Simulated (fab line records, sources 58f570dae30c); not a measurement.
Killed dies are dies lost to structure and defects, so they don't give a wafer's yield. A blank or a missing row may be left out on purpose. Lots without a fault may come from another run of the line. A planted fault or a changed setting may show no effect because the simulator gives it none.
Which tool did it? | flow berkeley_cmos170 | 15 lots, 45 wafers sampled, at 1 step of a route of 331

WHAT THE GAUGES READ, wafer by wafer
The record holds no reading of a measuring or inspecting step that can be judged against a usual standard deviation.

WHICH TOOL RAN EACH LOT (tool, then ch and the chambers of the sampled wafers, then the start)
lot  | UCB170_M2_STRIP_07
L225 | plasma_asher-04 ch 0,1, day 7 07:38
L227 | plasma_asher-01 ch 0,1, day 7 22:40
L229 | plasma_asher-04 ch 0,1, day 8 16:34
L228 | plasma_asher-02 ch 0,1, day 8 17:14
L235 | plasma_asher-04 ch 0,1, day 8 23:17
L232 | plasma_asher-04 ch 0,1, day 8 23:30
L236 | plasma_asher-02 ch 0,1, day 9 23:44
L241 | plasma_asher-04 ch 0,1, day 10 15:01
L239 | plasma_asher-02 ch 0,1, day 10 19:19
L240 | plasma_asher-01 ch 0,1, day 10 19:24
L242 | plasma_asher-04 ch 0,1, day 11 05:16
L243 | plasma_asher-02 ch 0,1, day 11 10:32
L244 | plasma_asher-01 ch 0,1, day 11 10:43
L245 | plasma_asher-04 ch 0,1, day 11 11:23
L247 | plasma_asher-04 ch 0,1, day 11 18:29
- UCB170_M2_STRIP_07: strips in O2.

WHAT THE TOOLS THEMSELVES READ (means of the sampled wafers that have a number; where no wafer has one, the mark that the record gives instead)
UCB170_M2_STRIP_07. Usual: chamber_pressure_mTorr 3500 mTorr, standard deviation 3.4; drypump_motor_current_A 5.67 A, standard deviation 0.3; oes_product_au 0.734 a.u., standard deviation 0.0043; strip_time_to_endpoint_s 21.96 s, standard deviation 0.065.
lot  | tool            | chamber_pressure_mTorr (mTorr) | drypump_motor_current_A (A) | oes_product_au (a.u.) | strip_time_to_endpoint_s (s) | flag
L225 | plasma_asher-04 | 3500                           | 5.92                        | 0.734                 | 21.83                        |
L227 | plasma_asher-01 | 3497                           | 5.78                        | 0.729                 | 21.91                        |
L229 | plasma_asher-04 | 3500                           | 5.97                        | 0.731                 | 22.04                        |
L228 | plasma_asher-02 | 3497                           | 5.26                        | 0.733                 | 21.99                        |
L235 | plasma_asher-04 | -                              | -                           | -                     | -                            | OFF
L232 | plasma_asher-04 | -                              | -                           | -                     | -                            | OFF
L236 | plasma_asher-02 | -                              | -                           | -                     | -                            | OFF
L241 | plasma_asher-04 | 3500                           | 5.92                        | 0.731                 | 21.97                        |
L239 | plasma_asher-02 | 3501                           | 5.27                        | 0.733                 | 21.99                        |
L240 | plasma_asher-01 | 3497                           | 5.77                        | 0.732                 | 22.01                        |
L242 | plasma_asher-04 | 3501                           | 5.93                        | 0.737                 | 22.02                        |
L243 | plasma_asher-02 | 3502                           | 5.27                        | 0.733                 | 22.00                        |
L244 | plasma_asher-01 | 3498                           | 5.68                        | 0.737                 | 21.88                        |
L245 | plasma_asher-04 | 3503                           | 5.92                        | 0.732                 | 21.94                        |
L247 | plasma_asher-04 | 3500                           | 5.91                        | 0.731                 | 21.91                        |

THE ANSWER, worked out from the rows above alone
Rule: a lot is off if the mean of its wafers that have a number lies more than 3 standard deviations from the usual mean. A lot without any number at a reading at which 4 lots or more have one is off too. The other lots that the step has rows for count as sound. The gauges are gone through in route order, then the tools' own readings, and for those a lot's mean is taken as printed above. The first step at which some lot is off is used, and at that step the reading that is off furthest; a lot without a number counts as furthest.
Off: L235, L232, L236, at UCB170_M2_STRIP_07 (chamber_pressure_mTorr). Without a number there: L235, L232, L236.
A tool fits if, at that step or a process step before it, it ran every lot that is off, and no sound lot after the first of them. None of those tried fits.

WHAT THE SIMULATOR HAD PUT IN
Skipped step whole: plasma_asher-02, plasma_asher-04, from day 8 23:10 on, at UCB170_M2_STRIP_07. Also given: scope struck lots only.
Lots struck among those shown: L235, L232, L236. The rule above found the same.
